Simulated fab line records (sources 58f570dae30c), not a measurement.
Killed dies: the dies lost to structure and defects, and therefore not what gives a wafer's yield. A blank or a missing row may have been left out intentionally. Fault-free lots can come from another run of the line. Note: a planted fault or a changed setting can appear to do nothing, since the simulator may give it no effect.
The tool behind it: which one? | flow berkeley_cmos170 | 15 lots with 45 wafers sampled at 4 steps, on a route of 331 steps

== WHAT EACH GAUGE READ, for each wafer ==
UCB170_GATE_OVL_MEAS_13. Usual: GATE_OVL gives 3 nm (standard deviation 5.3).
lot  | measured     | on         | GATE_OVL (nm) | flag
L898 | day 6 05:46  | overlay-02 | 1 7 3         |
L900 | day 6 19:49  | overlay-01 | 16 10 10      |
L901 | day 6 20:01  | overlay-02 | -3 -3 -2      |
L902 | day 7 02:23  | overlay-02 | -1 2 0        |
L903 | day 7 10:34  | overlay-02 | 9 3 1         |
L904 | day 7 22:18  | overlay-01 | 2 9 2         |
L906 | day 7 22:25  | overlay-02 | 3 3 -2        |
L905 | day 7 22:35  | overlay-01 | 3 -2 -9       |
L908 | day 8 02:51  | overlay-01 | -1 -4 6       |
L909 | day 8 07:35  | overlay-02 | 9 12 2        |
L915 | day 9 16:14  | overlay-01 | -1 9 -3       |
L917 | day 10 02:13 | overlay-01 | -1 0 -5       |
L920 | day 10 13:07 | overlay-01 | 12 7 0        |
L918 | day 10 13:14 | overlay-02 | 4 2 12        |
L919 | day 10 13:23 | overlay-02 | 6 10 9        |

UCB170_V2_CD_MEAS_12 targets a cd of 700 nm. Usual: cd_nm reads 699.9 nm (standard deviation 1.4).
lot  | measured     | on        | cd_nm (nm)        | flag
L898 | day 7 12:15  | cd_sem-02 | 701.7 701.7 701.3 |
L900 | day 8 03:07  | cd_sem-02 | 702.0 701.6 701.7 |
L901 | day 8 03:36  | cd_sem-02 | 698.0 698.9 700.4 |
L902 | day 8 13:25  | cd_sem-02 | 700.5 701.2 700.5 |
L903 | day 8 23:37  | cd_sem-02 | 696.8 698.5 697.8 |
L904 | day 9 11:45  | cd_sem-01 | 698.5 699.0 699.4 |
L906 | day 9 14:40  | cd_sem-02 | 700.6 699.7 702.1 |
L905 | day 9 14:20  | cd_sem-01 | 698.9 698.4 699.2 |
L908 | day 9 18:34  | cd_sem-02 | 700.1 699.4 700.6 |
L909 | day 10 02:14 | cd_sem-01 | 698.9 699.5 698.3 |
L915 | day 11 03:13 | cd_sem-01 | 699.8 700.1 699.0 |
L917 | day 11 14:22 | cd_sem-02 | 699.4 699.4 700.6 |
L920 | day 12 01:04 | cd_sem-01 | 698.0 697.6 699.6 |
L918 | day 12 01:20 | cd_sem-02 | 702.1 702.1 702.2 |
L919 | day 12 02:11 | cd_sem-01 | 701.1 701.3 700.1 |

UCB170_M3_OVL_MEAS_16. Usual: M3_OVL gives 3 nm (standard deviation 5.1).
lot  | measured     | on         | M3_OVL (nm) | flag
L898 | day 7 15:23  | overlay-02 | -4 8 2      |
L900 | day 8 05:43  | overlay-02 | -1 5 -2     |
L901 | day 8 06:10  | overlay-02 | 11 14 9     |
L902 | day 8 16:28  | overlay-01 | -2 2 -5     |
L903 | day 9 05:04  | overlay-01 | 1 -2 6      |
L904 | day 9 15:42  | overlay-02 | 12 1 3      |
L906 | day 9 17:40  | overlay-02 | 3 5 1       |
L905 | day 9 18:13  | overlay-02 | 2 2 1       |
L908 | day 9 21:31  | overlay-01 | 4 1 10      |
L909 | day 10 04:50 | overlay-02 | -5 1 3      |
L915 | day 11 08:13 | overlay-02 | 2 1 0       |
L917 | day 11 17:06 | overlay-02 | 5 -1 -6     |
L920 | day 12 04:09 | overlay-01 | -3 0 -1     |
L918 | day 12 04:32 | overlay-02 | 14 7 9      |
L919 | day 12 05:43 | overlay-01 | 3 11 4      |

== WHAT TOOL EACH LOT RAN ON (gives the tool, then ch and the chambers of the sampled wafers, and finally the start) ==
lot  | UCB170_SPACER_ANNEAL_02
L898 | furnace-03 ch 0, day 6 12:39
L900 | furnace-04 ch 0, day 7 01:29
L901 | furnace-04 ch 0, day 7 01:29
L902 | furnace-03 ch 0, day 7 09:31
L903 | furnace-04 ch 0, day 7 19:16
L904 | furnace-04 ch 0, day 8 06:01
L906 | furnace-04 ch 0, day 8 06:01
L905 | furnace-04 ch 0, day 8 06:01
L908 | furnace-03 ch 0, day 8 08:35
L909 | furnace-02 ch 0, day 8 16:11
L915 | furnace-03 ch 0, day 9 22:37
L917 | furnace-02 ch 0, day 10 10:05
L920 | furnace-03 ch 0, day 10 22:49
L918 | furnace-03 ch 0, day 10 22:49
L919 | furnace-03 ch 0, day 10 22:49
- UCB170_SPACER_ANNEAL_02: time 1800 s.

== AS READ BY THE TOOLS THEMSELVES (means over the sampled wafers that have a number; for cases with no such wafer, the mark the record gives instead) ==
UCB170_SPACER_ANNEAL_02. Usual: spike_tc_centre_C 902.5 C, standard deviation 1.1; spike_tc_load_C 926 C, standard deviation 4.
lot  | tool       | spike_tc_centre_C (C) | spike_tc_load_C (C) | flag
L898 | furnace-03 | 903.1                 | 923                 |
L900 | furnace-04 | 901.2                 | 930                 |
L901 | furnace-04 | 901.8                 | 929                 |
L902 | furnace-03 | 903.5                 | 923                 |
L903 | furnace-04 | 902.1                 | 930                 |
L904 | furnace-04 | 902.1                 | 930                 |
L906 | furnace-04 | 902.5                 | 930                 |
L905 | furnace-04 | 901.9                 | 929                 |
L908 | furnace-03 | 904.6                 | 921                 |
L909 | furnace-02 | 901.8                 | 928                 |
L915 | furnace-03 | 903.1                 | 923                 |
L917 | furnace-02 | 901.3                 | 926                 |
L920 | furnace-03 | 904.0                 | 921                 |
L918 | furnace-03 | 902.6                 | 923                 |
L919 | furnace-03 | 903.1                 | 921                 |

== THE ANSWER, worked out from the rows above alone ==
Rule: take the mean of a lot's wafers that have a number; if it is more than 3 standard deviations from the usual mean, the lot is off. Also off: a lot with no number at a reading for which 4 or more lots have one. Where the step has rows for the other lots, those lots are counted as sound. First the gauges in route order, then the tools' own readings, where a lot's mean is used as printed above. At the first step where some lot is off, the reading lying furthest off is the one used; lots without a number count as furthest.
No lot is off on any of the readings shown, so nothing can be concluded from this.

== WHAT WAS PUT IN BY THE SIMULATOR ==
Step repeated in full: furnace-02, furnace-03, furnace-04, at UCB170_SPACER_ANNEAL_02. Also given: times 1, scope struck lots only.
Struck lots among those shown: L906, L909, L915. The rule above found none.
